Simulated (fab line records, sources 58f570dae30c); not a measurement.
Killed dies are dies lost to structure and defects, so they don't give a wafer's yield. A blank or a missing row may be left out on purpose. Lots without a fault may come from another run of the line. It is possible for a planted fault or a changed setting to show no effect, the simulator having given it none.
Chamber matching + flow berkeley-cmos170 + 3 sister chambers for UCB170_V2_CVD_00 on pecvd-01
The step deposits SiO2 from TEOS/O2, target thk 2000 nm, time 250 s. 3 wafers are shown with their chamber, then 7 later ones without.

## EACH WAFER AND ITS CHAMBER
| wafer  | chamber | run-length-s (s) |
|--------|---------|------------------|
| L305.2 | 2       | 278.4            |
| L305.3 | 1       | 276.9            |
| L307.4 | 0       | 278.2            |

## WAFERS WITH NO CHAMBER GIVEN
| wafer  | run-length-s (s) |
|--------|------------------|
| L307.6 | 278.2            |
| L306.1 | 277.0            |
| L306.2 | 278.6            |
| L306.6 | 278.2            |
| L308.1 | 277.9            |
| L308.2 | 277.0            |
| L308.4 | 278.9            |

## WHICH CHAMBER EACH ONE RAN IN
| wafer  | from the rows above     | in truth |
|--------|-------------------------|----------|
| L307.6 | can't be placed: 0 or 2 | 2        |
| L306.1 | 1                       | 1        |
| L306.2 | can't be placed: 2 or 0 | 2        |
| L306.6 | can't be placed: 0 or 2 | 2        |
| L308.1 | can't be placed: 0 or 2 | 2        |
| L308.2 | 1                       | 1        |
| L308.4 | can't be placed: 2 or 0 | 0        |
Correctly placed: 2 of 7. Can't be placed from these rows: 5 (the true chamber is among the candidates in 5). Placed wrongly: 0.
How it was worked out, from the rows above alone: a wafer's distance from a chamber is the root of the sum, over the readings, of the square of ((its reading less the chamber's mean) divided by the reading's scatter). The wafer belongs to the nearest chamber; if the next one is less than 2 further off, it can't be placed. For every chamber, the mean is computed from those of its wafers that are shown. The scatter: with one shown wafer a chamber, the root of the mean of the squares of how far each hidden wafer lies from its nearest shown one.
